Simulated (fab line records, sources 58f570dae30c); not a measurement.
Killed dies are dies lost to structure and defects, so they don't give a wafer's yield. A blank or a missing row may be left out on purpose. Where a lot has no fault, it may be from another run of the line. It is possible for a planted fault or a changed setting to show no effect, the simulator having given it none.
Which of the tools did it? -- flow berkeley_cmos170 -- 7 lots with 21 wafers sampled at 2 steps, on a route of 331 steps

== WHAT EACH GAUGE READ, for each wafer ==
UCB170_NVT_OVL_MEAS_06.
lot,measured,on,NVT_OVL (nm)
L436,day 7 09:27,overlay-02,-7 -9 -13
L434,day 7 09:06,overlay-02,-1 -1 -3
L440,day 7 19:15,overlay-01,-7 -6 -6
L442,day 8 12:05,overlay-01,-1 -11 -2
L445,day 8 20:51,overlay-02,240 245 237
L450,day 9 23:01,overlay-02,-8 -4 -8
L455,day 12 02:49,overlay-01,-13 -7 -9

== EACH LOT AND THE TOOL THAT RAN IT (in order: tool; ch and the chambers of the sampled wafers; start) ==
lot,UCB170_NVT_EXPOSE_03
L436,"krf_scanner-02 ch 0, day 7 09:04"
L434,"krf_scanner-01 ch 0, day 7 08:43"
L440,"krf_scanner-02 ch 0, day 7 18:50"
L442,"krf_scanner-02 ch 0, day 8 11:41"
L445,"krf_scanner-02 ch 0, day 8 20:28"
L450,"krf_scanner-01 ch 0, day 9 22:10"
L455,"krf_scanner-01 ch 0, day 12 02:25"
- UCB170_NVT_EXPOSE_03: exposes mask PWELL, target cd 3000 nm.

== THE ANSWER, worked out from the rows above alone ==
Rule: what is usual is taken from the lots themselves. The widest of any qualifying gaps counts: lots, ordered by their means at a reading, are off when they make up no more than a third of the lots, leave a main group of 4 or more, and stand apart from it by 3 or more times the standard deviation of that group's means. A main group is skipped when, at the precision printed for the reading in the tables above, its means are all equal. A lot without any number at a reading at which 4 lots or more have one is off too. Any other lot the step has rows for is counted as sound.
Off: L445, seen at UCB170_NVT_OVL_MEAS_06 (NVT_OVL). For the main group the mean is -6 nm and the standard deviation 2.8.
A tool fits if, at a process step before that reading, it ran every lot that is off, and no sound lot after the first of them. The gauges at UCB170_NVT_OVL_MEAS_06 are tried like those tools. One fits: krf_scanner-02 at UCB170_NVT_EXPOSE_03. Its last sound lot is L442 (day 8 11:41), its first lot that is off L445 (day 8 20:28): a fault that began between those two fits.

== WHAT THE SIMULATOR HAD PUT IN ==
Scanner matching overlay: krf_scanner-02, from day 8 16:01 on, at UCB170_NVT_EXPOSE_03. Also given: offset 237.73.
Shown lots that were struck: L445. Same finding as the rule above.
